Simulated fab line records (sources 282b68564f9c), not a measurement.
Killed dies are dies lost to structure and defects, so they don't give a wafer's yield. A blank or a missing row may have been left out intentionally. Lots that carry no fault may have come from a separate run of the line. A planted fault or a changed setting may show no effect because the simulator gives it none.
Which of the tools did it? || flow ritCmos || 39 wafers from 13 lots sampled at 2 of the route's 202 steps

## WHAT THE GAUGES READ, wafer by wafer
RIT_GATE_CD_MEAS_16: target cd 150 nm. Usual: cdNm 149.3 nm, standard deviation 2.3.
{"lot": "L875", "measured": "day 2 16:22", "on": "cdSem-02", "cdNm (nm)": "151.5 151.1 149.1", "flag": ""}
{"lot": "L877", "measured": "day 3 08:32", "on": "cdSem-01", "cdNm (nm)": "148.7 150.0 148.7", "flag": ""}
{"lot": "L879", "measured": "day 3 20:13", "on": "cdSem-01", "cdNm (nm)": "143.3 145.8 147.5", "flag": ""}
{"lot": "L880", "measured": "day 3 23:29", "on": "cdSem-01", "cdNm (nm)": "146.5 148.0 145.8", "flag": ""}
{"lot": "L881", "measured": "day 4 08:43", "on": "cdSem-02", "cdNm (nm)": "152.2 152.7 149.0", "flag": ""}
{"lot": "L883", "measured": "day 4 10:21", "on": "cdSem-02", "cdNm (nm)": "162.0 162.3 161.9", "flag": "OFF"}
{"lot": "L884", "measured": "day 4 16:02", "on": "cdSem-01", "cdNm (nm)": "151.2 152.6 148.4", "flag": ""}
{"lot": "L892", "measured": "day 6 04:13", "on": "cdSem-02", "cdNm (nm)": "150.2 151.4 148.3", "flag": ""}
{"lot": "L893", "measured": "day 6 07:42", "on": "cdSem-02", "cdNm (nm)": "148.6 148.4 148.0", "flag": ""}
{"lot": "L894", "measured": "day 6 16:25", "on": "cdSem-01", "cdNm (nm)": "152.5 150.2 152.4", "flag": ""}
{"lot": "L896", "measured": "day 6 22:56", "on": "cdSem-02", "cdNm (nm)": "150.7 151.2 152.4", "flag": ""}
{"lot": "L897", "measured": "day 7 10:51", "on": "cdSem-01", "cdNm (nm)": "147.1 145.5 144.8", "flag": ""}
{"lot": "L898", "measured": "day 7 13:21", "on": "cdSem-01", "cdNm (nm)": "146.5 147.9 147.7", "flag": ""}

## EACH LOT AND THE TOOL THAT RAN IT (in order: tool; ch and the chambers of the sampled wafers; start)
{"lot": "L875", "RIT_GATE_EXPOSE_13": "ilineStepper-01 ch 0, day 2 15:58"}
{"lot": "L877", "RIT_GATE_EXPOSE_13": "ilineStepper-01 ch 0, day 3 08:08"}
{"lot": "L879", "RIT_GATE_EXPOSE_13": "ilineStepper-02 ch 0, day 3 19:49"}
{"lot": "L880", "RIT_GATE_EXPOSE_13": "ilineStepper-02 ch 0, day 3 23:05"}
{"lot": "L881", "RIT_GATE_EXPOSE_13": "ilineStepper-02 ch 0, day 4 08:10"}
{"lot": "L883", "RIT_GATE_EXPOSE_13": "ilineStepper-01 ch 0, day 4 09:47"}
{"lot": "L884", "RIT_GATE_EXPOSE_13": "ilineStepper-01 ch 0, day 4 15:38"}
{"lot": "L892", "RIT_GATE_EXPOSE_13": "ilineStepper-02 ch 0, day 6 03:49"}
{"lot": "L893", "RIT_GATE_EXPOSE_13": "ilineStepper-02 ch 0, day 6 07:18"}
{"lot": "L894", "RIT_GATE_EXPOSE_13": "ilineStepper-02 ch 0, day 6 16:01"}
{"lot": "L896", "RIT_GATE_EXPOSE_13": "ilineStepper-02 ch 0, day 6 22:32"}
{"lot": "L897", "RIT_GATE_EXPOSE_13": "ilineStepper-01 ch 0, day 7 10:26"}
{"lot": "L898", "RIT_GATE_EXPOSE_13": "ilineStepper-01 ch 0, day 7 12:48"}
- RIT_GATE_EXPOSE_13: exposes mask M6, target cd 150 nm.

## AS READ BY THE TOOLS THEMSELVES (means over the sampled wafers that have a number; for cases with no such wafer, the mark the record gives instead)
RIT_GATE_EXPOSE_13. Usual: exposureDoseMJCm2 380.0, standard deviation 0.35; reticleTempC 23.00 C, standard deviation 0.1.
{"lot": "L875", "tool": "ilineStepper-01", "exposureDoseMJCm2": 380.1, "reticleTempC (C)": 22.94, "flag": ""}
{"lot": "L877", "tool": "ilineStepper-01", "exposureDoseMJCm2": 380.1, "reticleTempC (C)": 23.07, "flag": ""}
{"lot": "L879", "tool": "ilineStepper-02", "exposureDoseMJCm2": 379.8, "reticleTempC (C)": 23.09, "flag": ""}
{"lot": "L880", "tool": "ilineStepper-02", "exposureDoseMJCm2": 379.4, "reticleTempC (C)": 22.98, "flag": ""}
{"lot": "L881", "tool": "ilineStepper-02", "exposureDoseMJCm2": 380.3, "reticleTempC (C)": 22.97, "flag": ""}
{"lot": "L883", "tool": "ilineStepper-01", "exposureDoseMJCm2": 380.1, "reticleTempC (C)": 22.98, "flag": ""}
{"lot": "L884", "tool": "ilineStepper-01", "exposureDoseMJCm2": 380.2, "reticleTempC (C)": 22.86, "flag": ""}
{"lot": "L892", "tool": "ilineStepper-02", "exposureDoseMJCm2": 380.0, "reticleTempC (C)": 22.99, "flag": ""}
{"lot": "L893", "tool": "ilineStepper-02", "exposureDoseMJCm2": 379.9, "reticleTempC (C)": 22.96, "flag": ""}
{"lot": "L894", "tool": "ilineStepper-02", "exposureDoseMJCm2": 379.7, "reticleTempC (C)": 23.05, "flag": ""}
{"lot": "L896", "tool": "ilineStepper-02", "exposureDoseMJCm2": 380.1, "reticleTempC (C)": 22.96, "flag": ""}
{"lot": "L897", "tool": "ilineStepper-01", "exposureDoseMJCm2": 380.4, "reticleTempC (C)": 23.04, "flag": ""}
{"lot": "L898", "tool": "ilineStepper-01", "exposureDoseMJCm2": 379.8, "reticleTempC (C)": 23.06, "flag": ""}

## THE ANSWER, worked out from the rows above alone
Rule: take the mean of a lot's wafers that have a number; if it is more than 3 standard deviations from the usual mean, the lot is off. Also off: a lot with no number at a reading for which 4 or more lots have one. Any other lot the step has rows for is counted as sound. After the gauges, taken in route order, come the tools' own readings; for these a lot's mean is taken, as printed above. At the first step where some lot is off, the reading lying furthest off is the one used; lots without a number count as furthest.
Off: L883 (RIT_GATE_CD_MEAS_16, cdNm).
If a tool, at a process step before that reading, ran all the lots that are off and no sound lot after the first of them, it fits. Those tools and the gauges at RIT_GATE_CD_MEAS_16 are tried in the same way. No candidate that was tried fits.

## WHAT THE SIMULATOR HAD PUT IN
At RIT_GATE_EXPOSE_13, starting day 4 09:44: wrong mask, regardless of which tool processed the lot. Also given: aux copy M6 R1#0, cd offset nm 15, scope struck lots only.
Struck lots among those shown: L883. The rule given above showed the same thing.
